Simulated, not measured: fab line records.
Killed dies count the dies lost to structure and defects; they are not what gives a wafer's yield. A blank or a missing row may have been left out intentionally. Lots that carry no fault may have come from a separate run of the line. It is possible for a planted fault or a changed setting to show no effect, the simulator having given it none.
fab line records	flow rit-cmos	part 1 of 2: steps 1 to 33 of 46
record: lots: 5	wafers: 15	last-day: 7
route steps=202 shown NSD@131 PSD@142 SDANNEAL@153 PLDD@159 NLDD@160 SILICIDE@161 CONTACT@168
lots that met no fault: from a run of the same line without faults
start-h: hours from the record's first day to the start of the lot's first wafer shown	wait-h: hours elapsed since this lot's preceding step	" as in the row above	L1.1+2: one row covering several wafers at once	- no value, or no start was given	* or withheld: withheld	< > ~ a bound
route shown NAME@n: names a module that has steps shown in the file, with the first one's number in the route	usual: mean/standard deviation of fault-free wafers	same: alike in all rows	chamber/n: place in a boat	sites: the reading at each site	_std_site: how widely they spread, as a standard deviation	_edge_site: mean of outer sites minus mean of inner sites	radius-mm: how far each site lies from the wafer's centre	mask NAME#n: copy n	behind: the most recent tool/chamber to have shaped the wafer	hold: what put the lot on hold/how long, in hours/how the hold closed	device: which transistor (n, p or np) failed to switch	end of line: the route-end tests of the same wafers	step lacking rows: just its recipe	killed: dies that structure and defects cost at the first sort, which is not the same as the wafer's yield	map: a wafer's dies, x killed, . not, _ none there
set.NAME: the setting as run; set.NAME@STEP: as run at that earlier step	model.NAME: the simulator's own value behind a step, which no gauge read
lots at selected steps of the route; one table per step, one row per wafer
services: from which hour (start-h, from the record's first day; less than 0 if before it) a tool's chamber was out of use, for how many hours, and why
== steps ==
step: RIT_NSD_HMDS_00
recipe: prime-time-s: 60	prime-temp-c: 140
lot.wafer	tool	chamber	start-h	wait-h
L077.3+4+5	litho-track-03	0	60.44	0.1
L078.1+3+4	litho-track-03	0	66.31	0.1
L086.1+2+6	litho-track-03	0	115.05	0.1
L095.2+5+6	litho-track-01	0	157.44	0.1
L096.1+2+5	litho-track-03	0	160.83	0.1
step: RIT_NSD_COAT_01
recipe: resist: NOVOLAK	spin-rpm: 3250	resist-thk-nm: 1000
lot.wafer	tool	chamber	start-h	wait-h
L077.3+4+5	litho-track-03	0	60.59	0.1
L078.1+3+4	litho-track-03	0	66.46	0.1
L086.1+2+6	litho-track-03	0	115.20	0.1
L095.2+5+6	litho-track-01	0	157.59	0.1
L096.1+2+5	litho-track-03	0	160.98	0.1
step: RIT_NSD_SOFTBAKE_02
recipe: resist: NOVOLAK	temp-c: 90	time-s: 60
lot.wafer	tool	chamber	start-h	wait-h
L077.3+4+5	litho-track-03	0	60.74	0.1
L078.1+3+4	litho-track-03	0	66.61	0.1
L086.1+2+6	litho-track-03	0	115.35	0.1
L095.2+5+6	litho-track-01	0	157.74	0.1
L096.1+2+5	litho-track-03	0	161.13	0.1
step: RIT_NSD_EXPOSE_03
recipe: mask-id: M9	na: 0.57	target-cd-nm: 40700	dose-mj: 250
usual: focus-offset-nm: 0.1/0.55
lot.wafer	tool	chamber	start-h	wait-h	mask	focus-offset-nm
L077.3	iline-stepper-01	0	60.88	0.1	M9#0	-0.3
L077.4	"	0	"	"	M9#0	0.4
L077.5	"	0	"	"	M9#0	0.1
L078.1	iline-stepper-01	0	66.76	0.1	M9#0	-0.6
L078.3	"	0	"	"	M9#0	-1.4
L078.4	"	0	"	"	M9#0	-0.5
L086.1	iline-stepper-01	0	115.50	0.1	M9#0	0.0
L086.2	"	0	"	"	M9#0	0.4
L086.6	"	0	"	"	M9#0	-0.2
L095.2	iline-stepper-01	0	157.88	0.1	M9#0	0.6
L095.5	"	0	"	"	M9#0	0.0
L095.6	"	0	"	"	M9#0	0.7
L096.1	iline-stepper-01	0	161.28	0.1	M9#0	-0.3
L096.2	"	0	"	"	M9#0	-0.1
L096.5	"	0	"	"	M9#0	0.3
step: RIT_NSD_PEB_04
recipe: resist: NOVOLAK	temp-c: withheld	time-s: withheld
lot.wafer	tool	chamber	start-h	wait-h
L077.3+4+5	litho-track-03	0	61.01	0.1
L078.1+3+4	litho-track-04	0	66.88	0.1
L086.1+2+6	litho-track-04	0	115.62	0.1
L095.2+5+6	litho-track-03	0	158.10	0.2
L096.1+2+5	litho-track-04	0	161.40	0.1
step: RIT_NSD_DEVELOP_05
recipe: resist: NOVOLAK	develop-time-s: 50	dev-temp-c: 23
lot.wafer	tool	chamber	start-h	wait-h
L077.3+4+5	litho-track-03	0	-	-
L078.1+3+4	litho-track-04	0	-	-
L086.1+2+6	litho-track-04	0	-	-
L095.2+5+6	litho-track-03	0	-	-
L096.1+2+5	litho-track-04	0	-	-
step: RIT_NSD_OVL_MEAS_06
usual: NSD_OVL: -0.1/1.4
lot.wafer	tool	chamber	start-h	wait-h	NSD_OVL[nm]
L077.3	overlay-01	-	61.25	-	0.7
L077.4	"	-	"	"	0.3
L077.5	"	-	"	"	1.1
L078.1	overlay-01	-	67.16	-	-0.2
L078.3	"	-	"	"	-1.0
L078.4	"	-	"	"	1.0
L086.1	overlay-01	-	115.90	-	1.4
L086.2	"	-	"	"	0.0
L086.6	"	-	"	"	1.6
L095.2	overlay-02	-	158.37	-	-1.8
L095.5	"	-	"	"	-1.8
L095.6	"	-	"	"	-0.8
L096.1	overlay-01	-	161.68	-	-3.5
L096.2	"	-	"	"	-3.9
L096.5	"	-	"	"	-3.2
step: RIT_NSD_HARDBAKE_07
recipe: resist: NOVOLAK	temp-c: 140	time-s: 60
lot.wafer	tool	chamber	start-h	wait-h
L077.3+4+5	litho-track-01	0	61.50	0.2
L078.1+3+4	litho-track-04	0	67.20	0.0
L086.1+2+6	litho-track-03	0	115.94	0.0
L095.2+5+6	litho-track-01	0	158.42	0.0
L096.1+2+5	litho-track-03	0	161.72	0.0
step: RIT_NSD_IMPLANT_08
recipe: species: P	energy-kev: 25	dose-cm2: 1e+15	tilt-deg: 7
usual: beam-energy-keV: 25.000/0.0072	dose-ions-cm2: 1e+15/1.3e+12
same: implant-ion-amu: 31
lot.wafer	tool	chamber	start-h	wait-h	beam-energy-keV	dose-ions-cm2
L077.3	implanter-02	0	61.65	0.1	24.988	9.99e+14
L077.4	"	0	"	"	24.999	1e+15
L077.5	"	0	"	"	24.982	9.988e+14
L078.1	implanter-01	0	67.35	0.1	24.994	9.973e+14
L078.3	"	0	"	"	25.001	1.0003e+15
L078.4	"	0	"	"	24.989	9.992e+14
L086.1	implanter-04	0	116.09	0.1	24.984	1.0001e+15
L086.2	"	0	"	"	24.988	1.0009e+15
L086.6	"	0	"	"	24.985	1.0004e+15
L095.2	implanter-02	0	158.57	0.1	24.998	9.985e+14
L095.5	"	0	"	"	24.998	9.984e+14
L095.6	"	0	"	"	24.996	9.98e+14
L096.1	implanter-01	0	161.87	0.1	25.001	9.992e+14
L096.2	"	0	"	"	24.999	9.999e+14
L096.5	"	0	"	"	25.000	1.0014e+15
step: RIT_NSD_STRIP_09
recipe: chemistry: O2	time-s: 180	resist: NOVOLAK	platen-temp-c: withheld	power-w: 500	pressure-mtorr: 4000	o2-flow-sccm: 4000
usual: drypump-motor-current-A: 5.4/0.63
lot.wafer	tool	chamber	start-h	wait-h	drypump-motor-current-A	rf-hours-counter-h
L077.3	plasma-asher-03	0	61.81	0.1	6.3	-
L077.4	"	1	"	"	5.0	-
L077.5	"	0	"	"	6.3	-
L078.1	plasma-asher-01	1	67.50	0.1	4.8	27
L078.3	"	1	"	"	4.8	-
L078.4	"	0	"	"	5.2	-
L086.1	plasma-asher-03	1	116.24	0.1	5.0	45
L086.2	"	0	"	"	6.2	45
L086.6	"	1	"	"	5.0	-
L095.2	plasma-asher-01	0	158.70	0.1	5.2	36
L095.5	"	0	"	"	5.2	-
L095.6	"	1	"	"	4.8	-
L096.1	plasma-asher-04	1	162.02	0.1	6.5	54
L096.2	"	0	"	"	5.0	54
L096.5	"	1	"	"	6.5	-
step: RIT_NSD_TW_MEAS_10
usual: NSD_TW: 3115/28
lot.wafer	tool	chamber	start-h	wait-h	NSD_TW
L077.3	film-metro-01	-	61.95	0.1	3133
L077.4	"	-	"	"	3117
L077.5	"	-	"	"	3109
L078.1	film-metro-01	-	67.67	0.1	3130
L078.3	"	-	"	"	3112
L078.4	"	-	"	"	3117
L086.1	film-metro-02	-	116.41	0.1	3161
L086.2	"	-	"	"	3148
L086.6	"	-	"	"	3140
L095.2	film-metro-03	-	158.88	0.1	3103
L095.5	"	-	"	"	3097
L095.6	"	-	"	"	3095
L096.1	film-metro-02	-	162.20	0.1	3124
L096.2	"	-	"	"	3136
L096.5	"	-	"	"	3121
step: RIT_PSD_HMDS_00
recipe: prime-time-s: 60	prime-temp-c: 140
lot.wafer	tool	chamber	start-h	wait-h
L077.3+4+5	litho-track-02	0	62.06	0.1
L078.1+3+4	litho-track-02	0	67.73	0.1
L086.1+2+6	litho-track-03	0	116.47	0.1
L095.2+5+6	litho-track-03	0	158.97	0.1
L096.1+2+5	litho-track-01	0	162.26	0.1
step: RIT_PSD_COAT_01
recipe: resist: NOVOLAK	spin-rpm: 3250	resist-thk-nm: 1000
lot.wafer	tool	chamber	start-h	wait-h
L077.3+4+5	litho-track-02	0	62.21	0.1
L078.1+3+4	litho-track-02	0	67.88	0.1
L086.1+2+6	litho-track-03	0	116.62	0.1
L095.2+5+6	litho-track-03	0	159.12	0.1
L096.1+2+5	litho-track-01	0	162.41	0.1
step: RIT_PSD_SOFTBAKE_02
recipe: resist: NOVOLAK	temp-c: 90	time-s: 60
lot.wafer	tool	chamber	start-h	wait-h
L077.3+4+5	litho-track-02	0	62.36	0.1
L078.1+3+4	litho-track-02	0	68.03	0.1
L086.1+2+6	litho-track-03	0	116.77	0.1
L095.2+5+6	litho-track-03	0	159.27	0.1
L096.1+2+5	litho-track-01	0	162.56	0.1
step: RIT_PSD_EXPOSE_03
recipe: mask-id: M10	na: 0.57	target-cd-nm: 40900	dose-mj: 250
usual: focus-offset-nm: 0.1/0.48
lot.wafer	tool	chamber	start-h	wait-h	mask	focus-offset-nm
L077.3	iline-stepper-02	0	62.63	0.2	M10#0	-0.4
L077.4	"	0	"	"	M10#0	-0.7
L077.5	"	0	"	"	M10#0	-0.8
L078.1	iline-stepper-02	0	68.18	0.1	M10#0	0.0
L078.3	"	0	"	"	M10#0	0.2
L078.4	"	0	"	"	M10#0	-0.4
L086.1	iline-stepper-02	0	116.92	0.1	M10#0	0.2
L086.2	"	0	"	"	M10#0	0.8
L086.6	"	0	"	"	M10#0	0.5
L095.2	iline-stepper-02	0	159.48	0.2	M10#0	0.5
L095.5	"	0	"	"	M10#0	0.9
L095.6	"	0	"	"	M10#0	0.7
L096.1	iline-stepper-01	0	162.83	0.2	M10#0	1.1
L096.2	"	0	"	"	M10#0	0.9
L096.5	"	0	"	"	M10#0	0.5
step: RIT_PSD_PEB_04
recipe: resist: NOVOLAK	temp-c: withheld	time-s: withheld
lot.wafer	tool	chamber	start-h	wait-h
L077.3+4+5	litho-track-01	0	62.75	0.1
L078.1+3+4	litho-track-02	0	68.30	0.1
L086.1+2+6	litho-track-02	0	117.04	0.1
L095.2+5+6	litho-track-01	0	159.61	0.1
L096.1+2+5	litho-track-02	0	162.97	0.1
step: RIT_PSD_DEVELOP_05
recipe: resist: NOVOLAK	develop-time-s: 50	dev-temp-c: 23
lot.wafer	tool	chamber	start-h	wait-h
L077.3+4+5	litho-track-01	0	-	-
L078.1+3+4	litho-track-02	0	-	-
L086.1+2+6	litho-track-02	0	-	-
L095.2+5+6	litho-track-01	0	-	-
L096.1+2+5	litho-track-02	0	-	-
step: RIT_PSD_OVL_MEAS_06
usual: PSD_OVL: -0.7/1.6
lot.wafer	tool	chamber	start-h	wait-h	PSD_OVL[nm]
L077.3	overlay-01	-	63.00	-	-0.4
L077.4	"	-	"	"	0.0
L077.5	"	-	"	"	0.8
L078.1	overlay-02	-	68.58	-	-1.8
L078.3	"	-	"	"	-1.0
L078.4	"	-	"	"	-1.6
L086.1	overlay-02	-	117.32	-	-3.9
L086.2	"	-	"	"	-2.3
L086.6	"	-	"	"	-3.3
L095.2	overlay-02	-	159.87	-	1.5
L095.5	"	-	"	"	0.0
L095.6	"	-	"	"	-0.1
L096.1	overlay-01	-	163.25	-	1.2
L096.2	"	-	"	"	1.9
L096.5	"	-	"	"	-0.1
step: RIT_PSD_HARDBAKE_07
recipe: resist: NOVOLAK	temp-c: 140	time-s: 60
lot.wafer	tool	chamber	start-h	wait-h
L077.3+4+5	litho-track-01	0	63.07	0.1
L078.1+3+4	litho-track-03	0	68.62	0.0
L086.1+2+6	litho-track-02	0	117.36	0.0
L095.2+5+6	litho-track-03	0	159.93	0.0
L096.1+2+5	litho-track-03	0	163.39	0.1
step: RIT_PSD_IMPLANT_08
recipe: species: BF2	energy-kev: 27	dose-cm2: 5e+15	tilt-deg: 7
usual: beam-energy-keV: 27.001/0.0082	dose-ions-cm2: 4.999e+15/5.9e+12
same: implant-ion-amu: 49
lot.wafer	tool	chamber	start-h	wait-h	beam-energy-keV	dose-ions-cm2
L077.3	implanter-02	0	63.22	0.1	26.992	5.003e+15
L077.4	"	0	"	"	26.988	5.009e+15
L077.5	"	0	"	"	26.988	5.007e+15
L078.1	implanter-03	0	68.77	0.1	27.006	5.009e+15
L078.3	"	0	"	"	27.017	5.004e+15
L078.4	"	0	"	"	27.000	4.999e+15
L086.1	implanter-03	0	117.51	0.1	27.005	5e+15
L086.2	"	0	"	"	27.002	5.001e+15
L086.6	"	0	"	"	27.000	5.004e+15
L095.2	implanter-02	0	160.08	0.1	27.000	5e+15
L095.5	"	0	"	"	26.995	4.993e+15
L095.6	"	0	"	"	27.007	5.006e+15
L096.1	implanter-01	0	163.54	0.1	26.994	5.007e+15
L096.2	"	0	"	"	27.003	4.998e+15
L096.5	"	0	"	"	26.995	4.998e+15
step: RIT_PSD_STRIP_09
recipe: chemistry: O2	time-s: 180	resist: NOVOLAK	platen-temp-c: withheld	power-w: 500	pressure-mtorr: 4000	o2-flow-sccm: 4000
usual: drypump-motor-current-A: 5.6/0.64
lot.wafer	tool	chamber	start-h	wait-h	drypump-motor-current-A	rf-hours-counter-h
L077.3	plasma-asher-04	1	63.38	0.1	6.5	-
L077.4	"	0	"	"	5.0	-
L077.5	"	0	"	"	5.0	-
L078.1	plasma-asher-02	0	68.92	0.1	5.3	43
L078.3	"	1	"	"	6.2	-
L078.4	"	0	"	"	5.3	-
L086.1	plasma-asher-04	1	117.66	0.1	6.6	48
L086.2	"	0	"	"	5.0	48
L086.6	"	1	"	"	6.6	-
L095.2	plasma-asher-04	1	160.20	0.1	6.6	54
L095.5	"	1	"	"	6.6	-
L095.6	"	0	"	"	5.0	-
L096.1	plasma-asher-01	0	163.69	0.1	5.2	37
L096.2	"	1	"	"	4.8	37
L096.5	"	0	"	"	5.2	-
step: RIT_PSD_TW_MEAS_10
usual: PSD_TW: 3409/33
lot.wafer	tool	chamber	start-h	wait-h	PSD_TW
L077.3	film-metro-03	-	63.52	0.1	3385
L077.4	"	-	"	"	3393
L077.5	"	-	"	"	3393
L078.1	film-metro-01	-	69.10	0.1	3451
L078.3	"	-	"	"	3436
L078.4	"	-	"	"	3410
L086.1	film-metro-02	-	117.83	0.1	3447
L086.2	"	-	"	"	3459
L086.6	"	-	"	"	3451
L095.2	film-metro-01	-	160.39	0.1	3377
L095.5	"	-	"	"	3373
L095.6	"	-	"	"	3352
L096.1	film-metro-01	-	163.86	0.1	3336
L096.2	"	-	"	"	3359
L096.5	"	-	"	"	3350
step: RIT_SDANNEAL_CLEAN_00
recipe: chemistry: SC1	mix: 3:3:50	time-s: 600	temp-c: 75
lot.wafer	tool	chamber	start-h	wait-h
L077.3+4+5	wet-bench-01	1	63.56	0.0
L078.1+3+4	wet-bench-01	2	69.16	0.1
L086.1+2+6	wet-bench-02	2	117.89	0.1
L095.2+5+6	wet-bench-02	2	160.44	0.0
L096.1+2+5	wet-bench-03	3	163.92	0.1
step: RIT_SDANNEAL_CLEAN_01
recipe: chemistry: dHF	dilution: 50:1	time-s: 30
lot.wafer	tool	chamber	start-h	wait-h
L077.3+4+5	wet-bench-02	3	63.73	0.0
L078.1+3+4	wet-bench-02	2	69.33	0.0
L086.1+2+6	wet-bench-03	1	118.07	0.0
L095.2+5+6	wet-bench-02	2	160.63	0.0
L096.1+2+5	wet-bench-01	2	164.11	0.0
step: RIT_SDANNEAL_CLEAN_02
recipe: chemistry: SC2	mix: 3:3:50	time-s: 600	temp-c: 75	dry: n2-spin
lot.wafer	tool	chamber	start-h	wait-h
L077.3+4+5	wet-bench-01	3	63.75	0.0
L078.1+3+4	wet-bench-01	1	69.35	0.0
L086.1+2+6	wet-bench-01	1	118.09	0.0
L095.2+5+6	wet-bench-02	2	160.64	0.0
L096.1+2+5	wet-bench-02	0	164.13	0.0
step: RIT_SDANNEAL_RTA_03
recipe: temp-c: 1050	time-s: 5	idle-temp-c: 600	ramp-up-c-per-s: 342	ramp-down-c-per-s: 171	cool-to-c: 600	ambient: N2
usual: wafer_temp_C_max: 1053.5/1.2
lot.wafer	tool	chamber	start-h	wait-h	wafer_temp_C_max
L077.3	rtp-anneal-02	0	63.95	0.0	1054.8
L077.4	"	0	"	"	1054.3
L077.5	"	0	"	"	1053.6
L078.1	rtp-anneal-01	0	69.52	0.0	1052.8
L078.3	"	0	"	"	1052.4
L078.4	"	0	"	"	1053.4
L086.1	rtp-anneal-01	0	118.26	0.0	1053.7
L086.2	"	0	"	"	1056.3
L086.6	"	0	"	"	1053.9
L095.2	rtp-anneal-02	0	160.85	0.0	1052.4
L095.5	"	0	"	"	1054.7
L095.6	"	0	"	"	1054.7
L096.1	rtp-anneal-01	0	164.34	0.0	1052.5
L096.2	"	0	"	"	1056.2
L096.5	"	0	"	"	1052.6
step: RIT_SDANNEAL_RS_MEAS_04
recipe: thk-meas-gauge: four-point-probe
usual: PSD_RS: 115.7/0.33
lot.wafer	tool	chamber	start-h	wait-h	PSD_RS[ohm/sq]
L077.3	film-metro-01	-	64.02	0.1	115.7
L077.4	"	-	"	"	115.2
L077.5	"	-	"	"	115.2
L078.1	film-metro-02	-	69.58	0.0	115.9
L078.3	"	-	"	"	116.4
L078.4	"	-	"	"	115.9
L086.1	film-metro-03	-	118.38	0.1	115.7
L086.2	"	-	"	"	115.8
L086.6	"	-	"	"	115.7
L095.2	film-metro-01	-	160.91	0.1	115.9
L095.5	"	-	"	"	116.1
L095.6	"	-	"	"	115.8
L096.1	film-metro-01	-	164.40	0.0	116.3
L096.2	"	-	"	"	116.2
L096.5	"	-	"	"	116.1
step: RIT_SDANNEAL_RS_MEAS_05
recipe: thk-meas-gauge: four-point-probe
usual: NSD_RS: 84.39/0.24
lot.wafer	tool	chamber	start-h	wait-h	NSD_RS[ohm/sq]
L077.3	film-metro-01	-	64.14	0.1	83.98
L077.4	"	-	"	"	84.25
L077.5	"	-	"	"	84.49
L078.1	film-metro-02	-	69.70	0.1	84.12
L078.3	"	-	"	"	84.08
L078.4	"	-	"	"	84.50
L086.1	film-metro-03	-	118.50	0.1	83.96
L086.2	"	-	"	"	84.17
L086.6	"	-	"	"	83.88
L095.2	film-metro-01	-	161.03	0.1	84.18
L095.5	"	-	"	"	84.45
L095.6	"	-	"	"	84.66
L096.1	film-metro-01	-	164.52	0.1	84.10
L096.2	"	-	"	"	84.10
L096.5	"	-	"	"	84.39
step: RIT_SDANNEAL_RS_MEAS_06
recipe: thk-meas-gauge: four-point-probe
usual: PLDD_RS: 178.4/0.43
lot.wafer	tool	chamber	start-h	wait-h	PLDD_RS[ohm/sq]
L077.3	film-metro-01	-	64.26	0.1	178.5
L077.4	"	-	"	"	179.1
L077.5	"	-	"	"	178.7
L078.1	film-metro-02	-	69.82	0.1	179.2
L078.3	"	-	"	"	179.3
L078.4	"	-	"	"	179.2
L086.1	film-metro-03	-	118.62	0.1	178.2
L086.2	"	-	"	"	177.9
L086.6	"	-	"	"	178.4
L095.2	film-metro-01	-	161.15	0.1	179.2
L095.5	"	-	"	"	178.3
L095.6	"	-	"	"	178.9
L096.1	film-metro-01	-	164.64	0.1	177.9
L096.2	"	-	"	"	178.0
L096.5	"	-	"	"	178.8
step: RIT_SDANNEAL_RS_MEAS_07
recipe: thk-meas-gauge: four-point-probe
usual: NLDD_RS: 151.5/0.47
lot.wafer	tool	chamber	start-h	wait-h	NLDD_RS[ohm/sq]
L077.3	film-metro-01	-	64.38	0.1	152.0
L077.4	"	-	"	"	151.9
L077.5	"	-	"	"	151.9
L078.1	film-metro-02	-	69.94	0.1	151.5
L078.3	"	-	"	"	151.0
L078.4	"	-	"	"	151.8
L086.1	film-metro-03	-	118.74	0.1	152.0
L086.2	"	-	"	"	151.3
L086.6	"	-	"	"	151.6
L095.2	film-metro-01	-	161.27	0.1	152.4
L095.5	"	-	"	"	152.0
L095.6	"	-	"	"	151.4
L096.1	film-metro-01	-	164.76	0.1	151.6
L096.2	"	-	"	"	151.9
L096.5	"	-	"	"	151.6
step: RIT_SILICIDE_WET_ETCH_00
recipe: chemistry: BOE	target: SiO2	target-depth-nm: 14	time-s: 15	dry: n2-spin	dilution: 10:1	temp-c: 21.5
lot.wafer	tool	chamber	start-h	wait-h
L077.3+4+5	wet-bench-04	2	64.46	0.1
L078.1+3+4	wet-bench-04	0	70.06	0.1
L086.1+2+6	wet-bench-02	3	118.86	0.1
L095.2+5+6	wet-bench-03	1	161.37	0.1
L096.1+2+5	wet-bench-04	3	164.88	0.1
step: RIT_SILICIDE_SPUTTER_01
recipe: material: Ti	target-thk-nm: 30	power-w: 350	chamber-pressure-pa: 0.667	gas: Ar	time-s: 240	substrate-temp-c: 25
usual: throttle-valve-pct: 30.0/1
lot.wafer	tool	chamber	start-h	wait-h	throttle-valve-pct
L077.3	pvd-sputter-04	-	64.48	0.0	29.8
L077.4	"	-	"	"	31.6
L077.5	"	-	"	"	28.7
L078.1	pvd-sputter-03	-	70.08	0.0	30.9
L078.3	"	-	"	"	29.1
L078.4	"	-	"	"	30.4
L086.1	pvd-sputter-04	-	118.87	0.0	31.6
L086.2	"	-	"	"	29.4
L086.6	"	-	"	"	29.2
L095.2	pvd-sputter-01	-	161.39	0.0	30.8
L095.5	"	-	"	"	30.0
L095.6	"	-	"	"	30.8
L096.1	pvd-sputter-04	-	164.89	0.0	28.8
L096.2	"	-	"	"	29.3
L096.5	"	-	"	"	28.9
step: RIT_SILICIDE_RS_MEAS_02
recipe: thk-meas-gauge: four-point-probe	reads: Ti_of_SILICIDE_SPUTTER_01
usual: SILICIDE_TI_RS: 47.6/0.63
lot.wafer	tool	chamber	start-h	wait-h	SILICIDE_TI_RS[ohm/sq]
L077.3	film-metro-02	-	64.67	0.1	48.1
L077.4	"	-	"	"	47.9
L077.5	"	-	"	"	47.7
L078.1	film-metro-02	-	70.23	0.1	46.7
L078.3	"	-	"	"	47.1
L078.4	"	-	"	"	46.4
L086.1	film-metro-04	-	119.02	0.1	47.6
L086.2	"	-	"	"	47.2
L086.6	"	-	"	"	47.7
L095.2	film-metro-02	-	161.56	0.1	46.8
L095.5	"	-	"	"	46.5
L095.6	"	-	"	"	46.3
L096.1	film-metro-04	-	165.04	0.1	46.6
L096.2	"	-	"	"	46.5
L096.5	"	-	"	"	46.8
